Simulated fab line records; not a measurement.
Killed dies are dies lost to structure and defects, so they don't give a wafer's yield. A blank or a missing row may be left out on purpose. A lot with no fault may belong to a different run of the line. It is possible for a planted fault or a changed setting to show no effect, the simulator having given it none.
Which of the tools did it? / flow berkeley cmos170 / 14 lots with 42 wafers sampled at 6 steps, on a route of 331 steps

WHAT THE GAUGES SHOWED, per wafer
UCB170_NWELL_OVL_MEAS_12. Usual: NWELL_OVL typically reads 0 nm, with standard deviation 5.5.
lot=L281; measured=day 2 15:44; on=overlay-01; NWELL_OVL (nm)=7 3 8; flag=
lot=L282; measured=day 2 16:13; on=overlay-02; NWELL_OVL (nm)=9 -3 4; flag=
lot=L284; measured=day 3 02:00; on=overlay-02; NWELL_OVL (nm)=-4 -4 -7; flag=
lot=L286; measured=day 3 13:40; on=overlay-02; NWELL_OVL (nm)=12 6 9; flag=
lot=L287; measured=day 3 22:43; on=overlay-01; NWELL_OVL (nm)=3 2 -7; flag=
lot=L288; measured=day 4 05:01; on=overlay-01; NWELL_OVL (nm)=-2 -5 2; flag=
lot=L289; measured=day 4 06:14; on=overlay-02; NWELL_OVL (nm)=-4 -8 -3; flag=
lot=L290; measured=day 4 06:29; on=overlay-01; NWELL_OVL (nm)=2 8 8; flag=
lot=L291; measured=day 4 14:19; on=overlay-01; NWELL_OVL (nm)=-5 -11 -9; flag=
lot=L292; measured=day 4 14:30; on=overlay-02; NWELL_OVL (nm)=-7 -3 -9; flag=
lot=L294; measured=day 5 05:16; on=overlay-01; NWELL_OVL (nm)=-9 -3 -6; flag=
lot=L293; measured=day 5 05:30; on=overlay-01; NWELL_OVL (nm)=-2 1 0; flag=
lot=L299; measured=day 6 03:35; on=overlay-01; NWELL_OVL (nm)=8 1 -1; flag=
lot=L303; measured=day 7 04:03; on=overlay-01; NWELL_OVL (nm)=-3 0 -4; flag=

UCB170_GATE_CD_MEAS_90: the cd target is 350 nm. Usual: 349.9 nm for cd nm, sd 1.4.
lot=L281; measured=day 7 19:01; on=cd sem-02; cd nm (nm)=350.6 353.2 351.2; flag=
lot=L282; measured=day 7 18:42; on=cd sem-02; cd nm (nm)=349.8 348.8 348.9; flag=
lot=L284; measured=day 8 02:23; on=cd sem-02; cd nm (nm)=350.0 351.5 350.9; flag=
lot=L286; measured=day 8 11:38; on=cd sem-02; cd nm (nm)=349.8 351.5 350.8; flag=
lot=L287; measured=day 8 23:04; on=cd sem-02; cd nm (nm)=347.0 346.1 347.1; flag=
lot=L288; measured=day 9 04:14; on=cd sem-02; cd nm (nm)=349.8 350.4 350.9; flag=
lot=L289; measured=day 9 03:40; on=cd sem-01; cd nm (nm)=350.1 349.5 347.7; flag=
lot=L290; measured=day 9 03:54; on=cd sem-02; cd nm (nm)=351.5 352.6 351.6; flag=
lot=L291; measured=day 9 12:31; on=cd sem-02; cd nm (nm)=350.6 352.3 351.4; flag=
lot=L292; measured=day 9 12:02; on=cd sem-02; cd nm (nm)=349.2 350.0 349.9; flag=
lot=L294; measured=day 10 02:51; on=cd sem-02; cd nm (nm)=350.4 347.9 349.4; flag=
lot=L293; measured=day 10 03:37; on=cd sem-02; cd nm (nm)=347.2 347.1 346.6; flag=
lot=L299; measured=day 10 09:28; on=cd sem-01; cd nm (nm)=351.7 351.4 350.5; flag=
lot=L303; measured=day 11 16:11; on=cd sem-01; cd nm (nm)=351.5 351.3 350.5; flag=

UCB170_SPACER_THK_MEAS_01. Usual: SPACER_TEOS_THK typically reads 376 nm, with standard deviation 4.7.
lot=L281; measured=day 8 01:07; on=film metro-01; SPACER_TEOS_THK (nm)=375 385 376; flag=
lot=L282; measured=day 8 00:20; on=film metro-03; SPACER_TEOS_THK (nm)=364 371 375; flag=
lot=L284; measured=day 8 08:28; on=film metro-03; SPACER_TEOS_THK (nm)=380 381 382; flag=
lot=L286; measured=day 8 15:29; on=film metro-01; SPACER_TEOS_THK (nm)=376 376 379; flag=
lot=L287; measured=day 9 03:22; on=film metro-01; SPACER_TEOS_THK (nm)=372 379 375; flag=
lot=L288; measured=day 9 09:43; on=film metro-01; SPACER_TEOS_THK (nm)=379 382 379; flag=
lot=L289; measured=day 9 08:34; on=film metro-01; SPACER_TEOS_THK (nm)=376 374 380; flag=
lot=L290; measured=day 9 09:07; on=film metro-04; SPACER_TEOS_THK (nm)=376 373 383; flag=
lot=L291; measured=day 9 21:40; on=film metro-03; SPACER_TEOS_THK (nm)=371 375 381; flag=
lot=L292; measured=day 9 21:27; on=film metro-03; SPACER_TEOS_THK (nm)=366 369 374; flag=
lot=L294; measured=day 10 07:53; on=film metro-01; SPACER_TEOS_THK (nm)=370 378 381; flag=
lot=L293; measured=day 10 09:02; on=film metro-01; SPACER_TEOS_THK (nm)=379 375 376; flag=
lot=L299; measured=day 10 17:25; on=film metro-01; SPACER_TEOS_THK (nm)=248 372 372; flag=OFF
lot=L303; measured=day 12 00:08; on=film metro-01; SPACER_TEOS_THK (nm)=245 371 375; flag=OFF

UCB170_V2_THK_MEAS_01. Usual: V2_TEOS_THK typically reads 1998 nm, with standard deviation 23.
lot=L281; measured=day 9 07:27; on=film metro-03; V2_TEOS_THK (nm)=1977 2017 2048; flag=
lot=L282; measured=day 9 06:11; on=film metro-04; V2_TEOS_THK (nm)=2018 2001 1995; flag=
lot=L284; measured=day 9 17:31; on=film metro-04; V2_TEOS_THK (nm)=2007 2016 2007; flag=
lot=L286; measured=day 9 22:20; on=film metro-04; V2_TEOS_THK (nm)=1990 2006 1985; flag=
lot=L287; measured=day 10 15:37; on=film metro-03; V2_TEOS_THK (nm)=1968 1997 2038; flag=
lot=L288; measured=day 10 18:42; on=film metro-04; V2_TEOS_THK (nm)=2005 2046 2022; flag=
lot=L289; measured=day 10 15:19; on=film metro-04; V2_TEOS_THK (nm)=1981 1989 2005; flag=
lot=L290; measured=day 10 18:04; on=film metro-04; V2_TEOS_THK (nm)=1961 1989 2000; flag=
lot=L291; measured=day 11 01:27; on=film metro-04; V2_TEOS_THK (nm)=1994 1978 2042; flag=
lot=L292; measured=day 11 04:50; on=film metro-04; V2_TEOS_THK (nm)=1959 1960 1974; flag=
lot=L294; measured=day 11 12:28; on=film metro-04; V2_TEOS_THK (nm)=1986 2016 2017; flag=
lot=L293; measured=day 11 11:07; on=film metro-03; V2_TEOS_THK (nm)=1964 1977 1964; flag=
lot=L299; measured=day 12 00:01; on=film metro-02; V2_TEOS_THK (nm)=1982 1996 2011; flag=
lot=L303; measured=day 13 05:37; on=film metro-04; V2_TEOS_THK (nm)=1992 2010 2021; flag=

TOOL THAT RAN EACH LOT (tool first, then ch and the chambers of the sampled wafers, then the start)
lot=L281; UCB170_SPACER_CVD_00=pecvd-02 ch 0,1, day 8 01:05; UCB170_SPACER_ETCHBACK_03=rie diel-03 ch 1,2, day 8 05:57
lot=L282; UCB170_SPACER_CVD_00=pecvd-03 ch 1,2, day 8 00:17; UCB170_SPACER_ETCHBACK_03=rie diel-01 ch 0,1, day 8 05:57
lot=L284; UCB170_SPACER_CVD_00=pecvd-01 ch 1,2, day 8 08:25; UCB170_SPACER_ETCHBACK_03=rie diel-01 ch 0,1, day 8 14:51
lot=L286; UCB170_SPACER_CVD_00=pecvd-03 ch 0,1,2, day 8 15:26; UCB170_SPACER_ETCHBACK_03=rie diel-01 ch 0,3, day 8 21:54
lot=L287; UCB170_SPACER_CVD_00=pecvd-03 ch 0,2, day 9 03:18; UCB170_SPACER_ETCHBACK_03=rie diel-04 ch 0,1,3, day 9 08:39
lot=L288; UCB170_SPACER_CVD_00=pecvd-01 ch 0,1, day 9 09:39; UCB170_SPACER_ETCHBACK_03=rie diel-04 ch 0,1,2, day 9 12:50
lot=L289; UCB170_SPACER_CVD_00=pecvd-01 ch 0,1, day 9 08:29; UCB170_SPACER_ETCHBACK_03=rie diel-01 ch 0,1,2, day 9 12:50
lot=L290; UCB170_SPACER_CVD_00=pecvd-02 ch 1,2, day 9 09:05; UCB170_SPACER_ETCHBACK_03=rie diel-03 ch 1,3, day 9 12:50
lot=L291; UCB170_SPACER_CVD_00=pecvd-01 ch 1,2, day 9 21:37; UCB170_SPACER_ETCHBACK_03=rie diel-01 ch 0,2, day 10 02:11
lot=L292; UCB170_SPACER_CVD_00=pecvd-03 ch 0,1,2, day 9 21:20; UCB170_SPACER_ETCHBACK_03=rie diel-03 ch 0,1,2, day 10 02:11
lot=L294; UCB170_SPACER_CVD_00=pecvd-01 ch 0,1,2, day 10 07:50; UCB170_SPACER_ETCHBACK_03=rie diel-03 ch 0,2,3, day 10 12:36
lot=L293; UCB170_SPACER_CVD_00=pecvd-02 ch 0,1,2, day 10 09:00; UCB170_SPACER_ETCHBACK_03=rie diel-01 ch 0,2,3, day 10 12:36
lot=L299; UCB170_SPACER_CVD_00=pecvd-03 ch 0,1,2, day 10 17:22; UCB170_SPACER_ETCHBACK_03=rie diel-01 ch 0,1,3, day 10 22:13
lot=L303; UCB170_SPACER_CVD_00=pecvd-03 ch 0,1, day 12 00:06; UCB170_SPACER_ETCHBACK_03=rie diel-01 ch 0,1,2, day 12 07:40
- UCB170_SPACER_CVD_00: deposits SiO2 from TEOS/O2, target thk 376 nm, time 47 s.
- UCB170_SPACER_ETCHBACK_03: etches SiO2 in CHF3/CF4/Ar, stops on Si, target depth 376 nm, time 100 s.

AS READ BY THE TOOLS THEMSELVES (means over the sampled wafers that have a number; for cases with no such wafer, the mark the record gives instead)
UCB170_SPACER_CVD_00. Usual: heater power w 245 W, standard deviation 52; susceptor temp C 390.01 C, standard deviation 0.22.
lot=L281; tool=pecvd-02; heater power w (W)=222; susceptor temp C (C)=390.12; flag=
lot=L282; tool=pecvd-03; heater power w (W)=220; susceptor temp C (C)=389.99; flag=
lot=L284; tool=pecvd-01; heater power w (W)=250; susceptor temp C (C)=389.87; flag=
lot=L286; tool=pecvd-03; heater power w (W)=229; susceptor temp C (C)=389.94; flag=
lot=L287; tool=pecvd-03; heater power w (W)=235; susceptor temp C (C)=390.06; flag=
lot=L288; tool=pecvd-01; heater power w (W)=293; susceptor temp C (C)=390.15; flag=
lot=L289; tool=pecvd-01; heater power w (W)=287; susceptor temp C (C)=390.05; flag=
lot=L290; tool=pecvd-02; heater power w (W)=238; susceptor temp C (C)=390.00; flag=
lot=L291; tool=pecvd-01; heater power w (W)=235; susceptor temp C (C)=389.81; flag=
lot=L292; tool=pecvd-03; heater power w (W)=230; susceptor temp C (C)=389.99; flag=
lot=L294; tool=pecvd-01; heater power w (W)=249; susceptor temp C (C)=389.75; flag=
lot=L293; tool=pecvd-02; heater power w (W)=246; susceptor temp C (C)=390.21; flag=
lot=L299; tool=pecvd-03; heater power w (W)=226; susceptor temp C (C)=389.88; flag=
lot=L303; tool=pecvd-03; heater power w (W)=172; susceptor temp C (C)=390.07; flag=

UCB170_SPACER_ETCHBACK_03. Usual: drypump motor current A 5.4 A, standard deviation 0.42; oes product au 0.902 a.u., standard deviation 0.014; throttle valve pct 6.50 %, standard deviation 0.11.
lot=L281; tool=rie diel-03; drypump motor current A (A)=5.7; oes product au (a.u.)=0.903; throttle valve pct (%)=6.63; flag=
lot=L282; tool=rie diel-01; drypump motor current A (A)=5.0; oes product au (a.u.)=0.889; throttle valve pct (%)=6.40; flag=
lot=L284; tool=rie diel-01; drypump motor current A (A)=5.0; oes product au (a.u.)=0.912; throttle valve pct (%)=6.40; flag=
lot=L286; tool=rie diel-01; drypump motor current A (A)=5.4; oes product au (a.u.)=0.906; throttle valve pct (%)=6.41; flag=
lot=L287; tool=rie diel-04; drypump motor current A (A)=5.6; oes product au (a.u.)=0.909; throttle valve pct (%)=6.43; flag=
lot=L288; tool=rie diel-04; drypump motor current A (A)=5.5; oes product au (a.u.)=0.911; throttle valve pct (%)=6.49; flag=
lot=L289; tool=rie diel-01; drypump motor current A (A)=5.1; oes product au (a.u.)=0.897; throttle valve pct (%)=6.39; flag=
lot=L290; tool=rie diel-03; drypump motor current A (A)=5.1; oes product au (a.u.)=0.903; throttle valve pct (%)=6.54; flag=
lot=L291; tool=rie diel-01; drypump motor current A (A)=5.2; oes product au (a.u.)=0.890; throttle valve pct (%)=6.39; flag=
lot=L292; tool=rie diel-03; drypump motor current A (A)=5.4; oes product au (a.u.)=0.893; throttle valve pct (%)=6.64; flag=
lot=L294; tool=rie diel-03; drypump motor current A (A)=5.5; oes product au (a.u.)=0.896; throttle valve pct (%)=6.60; flag=
lot=L293; tool=rie diel-01; drypump motor current A (A)=5.5; oes product au (a.u.)=0.902; throttle valve pct (%)=6.42; flag=
lot=L299; tool=rie diel-01; drypump motor current A (A)=5.4; oes product au (a.u.)=0.818; throttle valve pct (%)=6.42; flag=OFF
lot=L303; tool=rie diel-01; drypump motor current A (A)=5.1; oes product au (a.u.)=0.814; throttle valve pct (%)=6.39; flag=OFF

THE ANSWER, worked out from the rows above alone
Rule: a lot counts as off when the mean over its wafers that have a number is more than 3 standard deviations away from the usual mean. Also off: a lot with no number at a reading for which 4 or more lots have one. All remaining lots with rows at the step are treated as sound. After the gauges, taken in route order, come the tools' own readings; for these a lot's mean is taken, as printed above. The first step at which some lot is off is used, and at that step the reading that is off furthest; a lot without a number counts as furthest.
Off: at UCB170_SPACER_THK_MEAS_01 (SPACER_TEOS_THK), L299, L303.
A tool fits if, at a process step before that reading, it ran every lot that is off, and no sound lot after the first of them. Not tried: the gauges at UCB170_SPACER_THK_MEAS_01; whatever is off there is also off at UCB170_SPACER_ETCHBACK_03, on other tools, and gauge error can't account for it. One candidate fits, namely pecvd-03 at UCB170_SPACER_CVD_00. Its last sound lot is L292 (day 9 21:20), its first lot that is off L299 (day 10 17:22): a fault that began between those two fits.

WHAT WAS PUT IN BY THE SIMULATOR
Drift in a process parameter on pecvd-03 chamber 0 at UCB170_SPACER_CVD_00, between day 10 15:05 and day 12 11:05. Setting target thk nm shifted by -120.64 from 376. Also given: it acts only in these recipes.
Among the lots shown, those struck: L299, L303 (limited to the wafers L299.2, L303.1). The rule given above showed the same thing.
